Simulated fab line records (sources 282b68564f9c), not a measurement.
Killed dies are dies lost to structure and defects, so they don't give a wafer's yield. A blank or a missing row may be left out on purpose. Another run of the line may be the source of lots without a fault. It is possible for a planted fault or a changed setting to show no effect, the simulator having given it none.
One fault through the eyes of 2 desks :: flow ritCmos :: what lay behind the numbers comes last; until then each desk has only its own

## DESK OF THE TOOL OWNER: plasmaAsher-02
The tool's own readings at RIT_NLDD_STRIP_09 (strips in O2, time 180 s): means of the sampled wafers that have a number, for each lot that ran on this tool. A lot is out of limits, marked OUT, if its mean lies more than 4 standard deviations from the usual mean; the brackets give that distance.
Columns: A = drypumpMotorCurrentA at RIT_NLDD_STRIP_09, usual 5.93 A
lot: L716
first seen here: day 2 22:08
A: 5.89

lot: L719
first seen here: day 3 15:31
A: 5.86

lot: L724
first seen here: day 4 20:04
A: 5.89

lot: L727
first seen here: day 5 08:14
A: 5.86

lot: L728
first seen here: day 5 11:42
A: 5.92

lot: L739
first seen here: day 7 13:34
A: 5.93
This desk found nothing out of limits on any of the 6 lots.

## AT THE METROLOGY DESK
Lot by lot, what the gauges showed, no matter which tool ran the lot: averages of those sampled wafers that carry a number. A lot is out of limits, marked OUT, if its mean lies more than 4 standard deviations from the usual mean; the brackets give that distance.
Columns: A = REOX_OXIDE_THK at RIT_REOX_THK_MEAS_04, usual 25.1 nm
lot: L716
first seen here: day 2 20:54
A: 25.1

lot: L718
first seen here: day 3 11:23
A: 24.2

lot: L719
first seen here: day 3 14:16
A: 25.4

lot: L720
first seen here: day 3 20:44
A: 25.3

lot: L725
first seen here: day 4 16:14
A: 25.1

lot: L724
first seen here: day 4 18:46
A: 24.8

lot: L727
first seen here: day 5 07:00
A: 25.4

lot: L728
first seen here: day 5 10:27
A: 25.3

lot: L730
first seen here: day 5 20:49
A: 24.8

lot: L732
first seen here: day 6 00:56
A: 25.9

lot: L733
first seen here: day 6 10:57
A: 24.9

lot: L734
first seen here: day 6 17:02
A: 25.6

lot: L735
first seen here: day 6 20:55
A: 25.0

lot: L739
first seen here: day 7 12:00
A: 25.3

lot: L738
first seen here: day 7 12:01
A: 25.4
This desk found nothing out of limits on any of the 15 lots.

## BROUGHT TOGETHER
The tool owner's desk saw nothing out of limits.
The metrology desk saw nothing out of limits.

## WHAT THE SIMULATOR PUT IN
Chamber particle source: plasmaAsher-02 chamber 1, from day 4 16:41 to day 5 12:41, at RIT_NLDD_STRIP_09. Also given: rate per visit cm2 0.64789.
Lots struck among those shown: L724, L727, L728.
